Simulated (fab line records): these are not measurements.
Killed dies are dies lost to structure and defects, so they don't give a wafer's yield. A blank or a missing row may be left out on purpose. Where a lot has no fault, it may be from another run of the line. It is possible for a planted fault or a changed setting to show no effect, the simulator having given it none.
Which tool is to blame? | flow rit cmos | 42 wafers from 14 lots sampled at 5 of the route's 202 steps

## WHAT EACH GAUGE READ, for each wafer
RIT_NRETRO_OVL_MEAS_06. Usual: for NRETRO_OVL the level is 0.5 nm and the standard deviation is 1.2.
lot  | measured    | on         | NRETRO_OVL (nm) | flag
L323 | day 2 13:23 | overlay-01 | 0.4 0.2 -0.2    |
L324 | day 2 19:58 | overlay-01 | 0.6 1.4 1.2     |
L325 | day 3 09:04 | overlay-02 | 2.6 3.8 3.4     |
L328 | day 3 19:08 | overlay-01 | 0.2 -0.3 0.8    |
L331 | day 4 10:08 | overlay-02 | 0.7 2.8 1.8     |
L330 | day 4 10:16 | overlay-01 | 2.8 0.7 3.4     |
L335 | day 5 11:39 | overlay-02 | -0.8 -0.1 1.3   |
L338 | day 5 19:19 | overlay-02 | -0.2 0.1 -0.4   |
L339 | day 6 00:37 | overlay-02 | -1.9 0.9 0.9    |
L340 | day 6 02:01 | overlay-01 | 1.0 -0.3 -0.6   |
L341 | day 6 11:16 | overlay-02 | -0.9 0.2 -0.1   |
L344 | day 6 16:38 | overlay-01 | 0.1 0.2 0.8     |
L345 | day 7 01:14 | overlay-02 | 0.1 0.7 0.2     |
L346 | day 7 05:43 | overlay-02 | 0.9 1.3 0.8     |

RIT_NRETRO_TW_MEAS_10. Usual: for NRETRO_TW the level is 1058 and the standard deviation is 6.9.
lot  | measured    | on            | NRETRO_TW      | flag
L323 | day 2 14:00 | film metro-01 | 1066 1067 1064 |
L324 | day 2 20:35 | film metro-03 | 1056 1051 1056 |
L325 | day 3 09:41 | film metro-01 | 1070 1070 1067 |
L328 | day 3 19:46 | film metro-01 | 1065 1067 1072 |
L331 | day 4 10:44 | film metro-02 | 1063 1063 1068 |
L330 | day 4 10:52 | film metro-01 | 1063 1054 1055 |
L335 | day 5 12:21 | film metro-03 | 1054 1064 1066 |
L338 | day 5 19:56 | film metro-02 | 1055 1049 1051 |
L339 | day 6 01:35 | film metro-02 | 1053 1057 1054 |
L340 | day 6 02:37 | film metro-03 | 1056 1058 1059 |
L341 | day 6 11:53 | film metro-02 | 1060 1060 1059 |
L344 | day 6 17:16 | film metro-02 | 1053 1052 1051 |
L345 | day 7 02:01 | film metro-02 | 1052 1050 1051 |
L346 | day 7 06:20 | film metro-03 | 1059 1058 1063 |

RIT_PRETRO_TW_MEAS_10. Usual: for PRETRO_TW the level is 475 and the standard deviation is 3.5.
lot  | measured    | on            | PRETRO_TW   | flag
L323 | day 2 15:33 | film metro-02 | 476 473 475 |
L324 | day 2 22:08 | film metro-04 | 475 473 472 |
L325 | day 3 11:22 | film metro-04 | 469 470 470 |
L328 | day 3 21:36 | film metro-02 | 478 475 477 |
L331 | day 4 12:30 | film metro-02 | 481 479 476 |
L330 | day 4 12:38 | film metro-04 | 474 471 473 |
L335 | day 5 14:12 | film metro-04 | 472 475 476 |
L338 | day 6 03:16 | film metro-03 | 481 481 479 |
L339 | day 6 03:31 | film metro-04 | 394 392 392 | OFF
L340 | day 6 04:58 | film metro-03 | 479 480 477 |
L341 | day 6 13:26 | film metro-04 | 471 470 468 |
L344 | day 6 19:17 | film metro-04 | 394 394 394 | OFF
L345 | day 7 03:43 | film metro-03 | 477 479 477 |
L346 | day 7 08:05 | film metro-04 | 474 474 472 |

RIT_SDANNEAL_RS_MEAS_06: a four-point-probe measurement. Usual: for PLDD_RS the level is 178.6 ohm/sq and the standard deviation is 0.5.
lot  | measured    | on            | PLDD_RS (ohm/sq)  | flag
L323 | day 3 20:19 | film metro-01 | 178.9 178.2 178.7 |
L324 | day 4 02:58 | film metro-01 | 177.8 177.3 177.6 |
L325 | day 4 21:00 | film metro-02 | 178.8 178.8 178.3 |
L328 | day 5 18:20 | film metro-02 | 179.1 179.1 178.9 |
L331 | day 5 18:33 | film metro-01 | 177.8 177.4 177.3 |
L330 | day 5 17:59 | film metro-03 | 178.8 178.3 177.7 |
L335 | day 6 18:19 | film metro-02 | 179.4 179.0 179.1 |
L338 | day 6 23:07 | film metro-03 | 179.0 178.5 178.4 |
L339 | day 7 03:29 | film metro-02 | 179.1 178.9 178.7 |
L340 | day 7 03:58 | film metro-01 | 178.1 177.8 177.8 |
L341 | day 7 07:29 | film metro-02 | 179.7 178.6 179.3 |
L344 | day 7 17:26 | film metro-03 | 178.5 179.1 179.0 |
L345 | day 7 23:44 | film metro-03 | 179.0 179.0 178.7 |
L346 | day 8 02:14 | film metro-01 | 178.4 178.6 177.8 |

## WHICH TOOL RAN EACH LOT (tool, then ch and the chambers of the sampled wafers, then the start)
lot  | RIT_PRETRO_IMPLANT_08
L323 | implanter-02 ch 0, day 2 15:14
L324 | implanter-03 ch 0, day 2 21:50
L325 | implanter-02 ch 0, day 3 11:05
L328 | implanter-03 ch 0, day 3 21:19
L331 | implanter-02 ch 0, day 4 12:11
L330 | implanter-03 ch 0, day 4 12:19
L335 | implanter-01 ch 0, day 5 13:52
L338 | implanter-03 ch 0, day 6 02:58
L339 | implanter-02 ch 0, day 6 03:12
L340 | implanter-03 ch 0, day 6 04:39
L341 | implanter-03 ch 0, day 6 13:08
L344 | implanter-02 ch 0, day 6 18:58
L345 | implanter-01 ch 0, day 7 03:25
L346 | implanter-01 ch 0, day 7 07:46
- RIT_PRETRO_IMPLANT_08

## WHAT THE TOOLS THEMSELVES READ (means of the sampled wafers that have a number; where no wafer has one, the mark that the record gives instead)
RIT_PRETRO_IMPLANT_08. Usual: dose ions cm2 1.1999e+13, standard deviation 1.3e+10; end station pressure torr 5.06e-06 Torr, standard deviation 3e-07; faraday current uA 38.1, standard deviation 0.75.
lot  | tool         | dose ions cm2 | end station pressure torr (Torr) | faraday current uA | flag
L323 | implanter-02 | 1.1985e+13    | 5.01e-06                         | 38.0               |
L324 | implanter-03 | 1.1996e+13    | 5.33e-06                         | 37.5               |
L325 | implanter-02 | 1.2003e+13    | 4.81e-06                         | 38.2               |
L328 | implanter-03 | 1.1991e+13    | 4.85e-06                         | 38.4               |
L331 | implanter-02 | 1.2013e+13    | 4.97e-06                         | 38.1               |
L330 | implanter-03 | 1.2001e+13    | 5.00e-06                         | 38.0               |
L335 | implanter-01 | 1.2024e+13    | 5.00e-06                         | 37.4               |
L338 | implanter-03 | 1.1992e+13    | 5.14e-06                         | 38.7               |
L339 | implanter-02 | 6.6087e+12    | 5.15e-06                         | 21.2               | OFF
L340 | implanter-03 | 1.1992e+13    | 4.99e-06                         | 38.8               |
L341 | implanter-03 | 1.2003e+13    | 5.01e-06                         | 38.1               |
L344 | implanter-02 | 6.5787e+12    | 5.13e-06                         | 21.0               | OFF
L345 | implanter-01 | 1.1986e+13    | 4.98e-06                         | 38.1               |
L346 | implanter-01 | 1.2006e+13    | 5.07e-06                         | 37.1               |

## THE ANSWER, worked out from the rows above alone
Rule: a lot counts as off when the mean over its wafers that have a number is more than 3 standard deviations away from the usual mean. Also off: a lot with no number at a reading for which 4 or more lots have one. Where the step has rows for the other lots, those lots are counted as sound. The gauges are gone through in route order, then the tools' own readings, and for those a lot's mean is taken as printed above. The first step at which some lot is off is used, and at that step the reading that is off furthest; a lot without a number counts as furthest.
Off: L339, L344, seen at RIT_PRETRO_TW_MEAS_10 (PRETRO_TW).
If a tool, at a process step before that reading, ran all the lots that are off and no sound lot after the first of them, it fits. Not tried: the gauges at RIT_PRETRO_TW_MEAS_10; whatever is off there is also off at RIT_PRETRO_IMPLANT_08, on other tools, and gauge error can't account for it. One fits: implanter-02 at RIT_PRETRO_IMPLANT_08. Its last sound lot is L331 (day 4 12:11), its first lot that is off L339 (day 6 03:12): a fault that began between those two fits.
The tool's own readings at RIT_PRETRO_IMPLANT_08 bear it out: on the lots that are off they differ by more than 5 times the standard deviation of the sound lots' means. dose ions cm2 reads 6.5937e+12 there against 1.1999e+13 on the sound lots; faraday current uA reads 21.1 there against 38.0 on the sound lots.

## WHAT THE SIMULATOR HAD PUT IN
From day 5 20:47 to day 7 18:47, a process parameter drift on implanter-02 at RIT_PRETRO_IMPLANT_08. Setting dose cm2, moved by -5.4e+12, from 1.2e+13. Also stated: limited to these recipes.
Lots struck among those shown: L339, L344. Same finding as the rule above.
